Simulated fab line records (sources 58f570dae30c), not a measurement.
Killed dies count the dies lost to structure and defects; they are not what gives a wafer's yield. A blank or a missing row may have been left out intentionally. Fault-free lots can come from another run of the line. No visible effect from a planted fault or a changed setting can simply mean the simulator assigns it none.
Chamber matching	flow berkeleyCmos170	4 sister chambers for UCB170_ZERO_ETCH_06 on rieDiel-02
The step etches SiO2 in CHF3/CF4/Ar, time 12 s. 4 wafers are shown with their chamber, then 7 later ones without.

## WAFERS PAIRED WITH THEIR CHAMBERS
wafer	chamber	throttleValvePct (%)
L904.3	0	9.11
L911.3	2	8.93
L911.4	3	9.34
L912.4	1	9.14

## WAFERS MISSING THEIR CHAMBER
wafer	throttleValvePct (%)
L912.6	9.34
L915.2	9.11
L915.5	9.14
L915.6	9.12
L918.1	9.13
L918.3	9.13
L918.4	8.90

## CHAMBER TAKEN BY EACH
wafer	from the rows above	in truth
L912.6	3	3
L915.2	0	0
L915.5	1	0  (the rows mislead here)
L915.6	can't be placed: 0 or 1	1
L918.1	can't be placed: 1 or 0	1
L918.3	can't be placed: 1 or 0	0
L918.4	2	2
3 of 7 placed correctly. Can't be placed from these rows: 3 (the true chamber is among the candidates in 3). 1 placed wrongly.
How it was worked out, from the rows above alone: a wafer's distance from a chamber is the root of the sum, over the readings, of the square of ((its reading less the chamber's mean) divided by the reading's scatter). If the next closest chamber is less than 2 further off than the closest, the wafer can't be placed; otherwise it belongs to the closest. For every chamber, the mean is computed from those of its wafers that are shown. The scatter (one wafer shown for each chamber): square how far every hidden wafer sits from the nearest shown wafer, average those squares and take the square root.
